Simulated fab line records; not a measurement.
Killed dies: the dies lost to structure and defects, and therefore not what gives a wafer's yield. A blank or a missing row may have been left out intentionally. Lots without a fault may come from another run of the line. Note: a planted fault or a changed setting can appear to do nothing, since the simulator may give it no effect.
Which tool was responsible? -- flow rit-cmos -- Sampling: 14 lots, 42 wafers, 2 of 202 route steps

## WHAT THE GAUGES SHOWED, per wafer
RIT_CONTACT_THK_MEAS_01.
lot,measured,on,CONTACT_TEOS_THK (nm)
L296,day 3 13:22,film-metro-04,403 395 410
L298,day 3 17:49,film-metro-04,393 400 400
L299,day 3 22:06,film-metro-04,397 406 403
L301,day 4 11:53,film-metro-04,393 393 399
L300,day 4 11:56,film-metro-02,395 403 402
L303,day 4 16:33,film-metro-02,394 401 402
L304,day 4 21:37,film-metro-04,397 393 398
L305,day 5 01:09,film-metro-04,397 405 408
L306,day 5 06:23,film-metro-04,401 398 403
L307,day 5 11:43,film-metro-03,391 390 394
L310,day 6 02:41,film-metro-02,392 399 403
L313,day 6 22:49,film-metro-03,355 363 396
L316,day 7 16:42,film-metro-02,389 354 358
L318,day 8 08:42,film-metro-04,404 400 404

## WHAT TOOL EACH LOT RAN ON (gives the tool, then ch and the chambers of the sampled wafers, and finally the start)
lot,RIT_CONTACT_CVD_00
L296,"pecvd-04 ch 0,1,2, day 3 13:19"
L298,"pecvd-01 ch 1,2, day 3 17:45"
L299,"pecvd-04 ch 0,1,2, day 3 22:02"
L301,"pecvd-01 ch 0,1, day 4 11:49"
L300,"pecvd-04 ch 0,1,2, day 4 11:53"
L303,"pecvd-02 ch 0,1, day 4 16:29"
L304,"pecvd-01 ch 0,2, day 4 21:34"
L305,"pecvd-04 ch 0,1, day 5 01:06"
L306,"pecvd-02 ch 1,2, day 5 06:20"
L307,"pecvd-01 ch 0,1,2, day 5 11:40"
L310,"pecvd-01 ch 0,1, day 6 02:38"
L313,"pecvd-01 ch 0,1, day 6 22:45"
L316,"pecvd-01 ch 0,1, day 7 16:39"
L318,"pecvd-02 ch 0,1,2, day 8 08:39"
- RIT_CONTACT_CVD_00: deposits SiO2 from TEOS, target thk 400 nm, time 61 s.

## WHAT THE TOOLS THEMSELVES READ (means of the sampled wafers that have a number; where no wafer has one, the mark that the record gives instead)
RIT_CONTACT_CVD_00.
lot,tool,heater-power-w (W),run-length-s (s)
L296,pecvd-04,244,89.1
L298,pecvd-01,286,89.7
L299,pecvd-04,286,88.8
L301,pecvd-01,294,89.3
L300,pecvd-04,285,88.6
L303,pecvd-02,328,89.4
L304,pecvd-01,302,90.1
L305,pecvd-04,244,88.9
L306,pecvd-02,413,89.0
L307,pecvd-01,271,89.3
L310,pecvd-01,281,89.4
L313,pecvd-01,296,84.8
L316,pecvd-01,287,84.9
L318,pecvd-02,410,88.6

## THE ANSWER, worked out from the rows above alone
Rule: the usual values come from the lots themselves. Put in order of their means at a reading, lots are off if they are a third of the lots or fewer, leave a main group of 4 or more, and stand apart from it by a gap of 3 or more times the standard deviation of the main group's means; of several such gaps the widest counts. The tables above print the reading to a certain number of digits; a main group whose means all agree to those digits is not used. A lot without any number at a reading at which 4 lots or more have one is off too. All remaining lots with rows at the step are treated as sound. The gauges are gone through in route order, then the tools' own readings, and for those a lot's mean is taken as printed above. The first step at which some lot is off is used, and at that step the reading that is off furthest; a lot without a number counts as furthest.
Off: L313, L316, at RIT_CONTACT_THK_MEAS_01 (CONTACT_TEOS_THK). Main group: mean 399 nm, sd 3.4.
If a tool, at a process step before that reading, ran all the lots that are off and no sound lot after the first of them, it fits. The gauges at RIT_CONTACT_THK_MEAS_01 aren't tried: what is off there is off at RIT_CONTACT_CVD_00 too, on other tools, and a gauge's error can't cause that. One fits: pecvd-01 at RIT_CONTACT_CVD_00. Its last sound lot is L310 (day 6 02:38), its first lot that is off L313 (day 6 22:45): a fault that began between those two fits.
The tool's own readings at RIT_CONTACT_CVD_00 bear it out: on the lots that are off they differ by more than 5 times the standard deviation of the sound lots' means. run-length-s reads 84.8 s there against 89.2 s on the sound lots.

## WHAT THE SIMULATOR PUT IN
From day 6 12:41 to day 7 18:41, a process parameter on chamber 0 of pecvd-01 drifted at RIT_CONTACT_CVD_00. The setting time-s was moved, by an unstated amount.
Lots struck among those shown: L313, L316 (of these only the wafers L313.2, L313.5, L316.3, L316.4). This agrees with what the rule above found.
